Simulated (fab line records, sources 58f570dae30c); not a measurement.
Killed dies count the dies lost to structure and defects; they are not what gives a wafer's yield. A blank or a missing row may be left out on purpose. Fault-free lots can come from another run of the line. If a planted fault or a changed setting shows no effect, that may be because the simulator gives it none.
The tool behind it: which one? || flow berkeley_cmos170 || 7 lots, 21 wafers sampled, at 1 step of a route of 331

WHAT THE GAUGES READ, wafer by wafer
UCB170_START_THK_MEAS_03.
{"lot": "L878", "measured": "day 1 19:59", "on": "film_metro-02", "START_OXIDE_THK (nm)": "20.2 20.4 20.8"}
{"lot": "L880", "measured": "day 2 07:02", "on": "film_metro-04", "START_OXIDE_THK (nm)": "20.3 20.4 20.4"}
{"lot": "L884", "measured": "day 3 03:13", "on": "film_metro-01", "START_OXIDE_THK (nm)": "20.6 20.6 20.5"}
{"lot": "L887", "measured": "day 3 15:53", "on": "film_metro-02", "START_OXIDE_THK (nm)": "20.4 20.1 20.1"}
{"lot": "L891", "measured": "day 4 12:24", "on": "film_metro-02", "START_OXIDE_THK (nm)": "19.8 20.0 20.1"}
{"lot": "L894", "measured": "day 5 02:10", "on": "film_metro-04", "START_OXIDE_THK (nm)": "19.8 19.8 20.0"}
{"lot": "L900", "measured": "day 6 07:20", "on": "film_metro-01", "START_OXIDE_THK (nm)": "20.1 20.4 19.9"}

TOOL THAT RAN EACH LOT (tool first, then ch and the chambers of the sampled wafers, then the start)
No process step before these readings appears in the record.

THE ANSWER, worked out from the rows above alone
Rule: the usual values come from the lots themselves. Put in order of their means at a reading, lots are off if they are a third of the lots or fewer, leave a main group of 4 or more, and stand apart from it by a gap of 3 or more times the standard deviation of the main group's means; of several such gaps the widest counts. Not used: any main group whose means are identical at the precision the tables above print for the reading. Also off: a lot with no number at a reading for which 4 or more lots have one. The other lots that the step has rows for count as sound.
Nothing can be told from this: no lot is off at any reading shown.

WHAT THE SIMULATOR PUT IN
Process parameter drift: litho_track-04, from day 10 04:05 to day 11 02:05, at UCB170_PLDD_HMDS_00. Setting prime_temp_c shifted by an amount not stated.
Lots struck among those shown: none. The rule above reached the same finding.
